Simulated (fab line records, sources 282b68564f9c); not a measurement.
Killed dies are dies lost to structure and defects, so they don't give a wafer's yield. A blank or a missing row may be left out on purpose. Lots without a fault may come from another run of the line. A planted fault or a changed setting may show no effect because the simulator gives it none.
A struck lot beside a sound one | flow rit_cmos | 18 steps out of a route of 202
Sound: wafers L756.1, L756.2, L756.3. Struck: wafers L765.2, L765.5, L765.6. The cause comes at the end.
At each step with rows: each side's tool, then ch and its chambers, then its first start. Under that, the readings that differ: sound wafers | struck wafers | difference of the means | sigmas: that difference in standard deviations of wafers without a fault.
alike: readings whose means differ by less than 2 such deviations, and words and numbers that are the same on both sides. not compared: withheld readings, readings that some wafer has no value for, bounds like >300 that may hide the same value, and numbers for which the record gives no deviation and whose values overlap.
The two part at a step that has a row with sigmas, a row that says differs or no value, or rows on one side only. Numbers that don't overlap but have no deviation are shown without sigmas and don't part them. A reading that every wafer of one side lacks parts them only if that side has two wafers or more.

first, 2 steps without rows for these wafers: RIT_PLDD_HARDBAKE_07 (time 60 s); RIT_PLDD_IMPLANT_08.
RIT_PLDD_STRIP_09: strips in O2, time 180 s.
  sound on plasma_asher-04 ch 0,1, day 3 04:50; struck on plasma_asher-03 ch 0,1, day 4 22:45
  alike: drypump_motor_current_A
  not compared: rf_hours_counter_h
RIT_PLDD_TW_MEAS_10:
  sound on film_metro-04, day 3 05:01; struck on film_metro-02, day 4 22:56
  reading | sound          | struck         | difference | sigmas
  PLDD_TW | 2361 2356 2357 | 2324 2335 2324 | -30        | -3
then, 4 steps without rows for these wafers: RIT_SPACER_CLEAN_00 (cleans in SC1, time 600 s); RIT_SPACER_CLEAN_01 (cleans in dHF, time 30 s); RIT_SPACER_CLEAN_02 (cleans in SC2, time 600 s); RIT_SPACER_CVD_03 (deposits Si3N4 from SiH2Cl2/NH3, target thk 250 nm, time 3300 s).
RIT_SPACER_THK_MEAS_04:
  sound on film_metro-01, day 3 07:22; struck on film_metro-03, day 5 01:17
  reading                 | sound             | struck            | difference | sigmas
  SPACER_NITRIDE_THK (nm) | 245.1 246.7 247.3 | 251.6 253.2 250.5 | +5.4       | +2
RIT_SPACER_ETCHBACK_05: etches Si3N4 in SF6/CHF3, stops on SiO2, target depth 250 nm, time 240 s.
  sound on rie_diel-01 ch 0,1,2, day 3 07:25; struck on rie_diel-04 ch 0,3, day 5 01:20
  reading               | sound             | struck            | difference | sigmas
  oes_product_au (a.u.) | 0.823 0.835 0.837 | 0.867 0.871 0.865 | +0.036     | +3
  alike: CHF3_flow_sccm, drypump_motor_current_A, rf_fwd_power_W, throttle_valve_pct
  not compared: rf_hours_counter_h
then, 2 steps without rows for these wafers: RIT_NSD_HMDS_00 (prime time 60 s); RIT_NSD_COAT_01 (resist thk 1000 nm).
RIT_NSD_SOFTBAKE_02: time 60 s.
  sound on litho_track-01 ch 0, day 3 07:52; struck on litho_track-01 ch 0, day 5 01:49
  reading                  | sound             | struck            | difference | sigmas
  heater_power_total_W (W) | 34.46 34.64 34.55 | 27.81 27.79 27.80 | -6.75      | -99 or more
  plate_temp_C (C)         | 90.04 90.00 89.81 | 77.40 77.29 77.33 | -12.61     | -97
then, 2 steps without rows for these wafers: RIT_NSD_EXPOSE_03 (exposes mask M9, target cd 40700 nm); RIT_NSD_PEB_04.
RIT_NSD_DEVELOP_05: develop time 50 s.
  sound on litho_track-04 ch 0; struck on litho_track-04 ch 0
  reading                                  | sound           | struck         | difference | sigmas
  model.NOVOLAK_of_NSD_COAT_01.thk_nm (nm) | 1002 1000 999.1 | 1037 1035 1032 | +34        |
RIT_NSD_OVL_MEAS_06:
  sound on overlay-01, day 3 08:35; struck on overlay-02, day 5 02:21
  alike: NSD_OVL
RIT_M1_PROBE_99:
  sound on prober-01, day 3 18:28; struck on prober-01, day 5 12:34
  alike: killed_at_contacts, killed_at_front_end, killed_dies, killed_open, killed_short

WHERE THEY PART
First at RIT_PLDD_TW_MEAS_10; last, within this record, at RIT_NSD_SOFTBAKE_02. Later steps at which nothing parts them and some readings are alike: RIT_NSD_OVL_MEAS_06, RIT_M1_PROBE_99.

WHY: what the simulator had put in
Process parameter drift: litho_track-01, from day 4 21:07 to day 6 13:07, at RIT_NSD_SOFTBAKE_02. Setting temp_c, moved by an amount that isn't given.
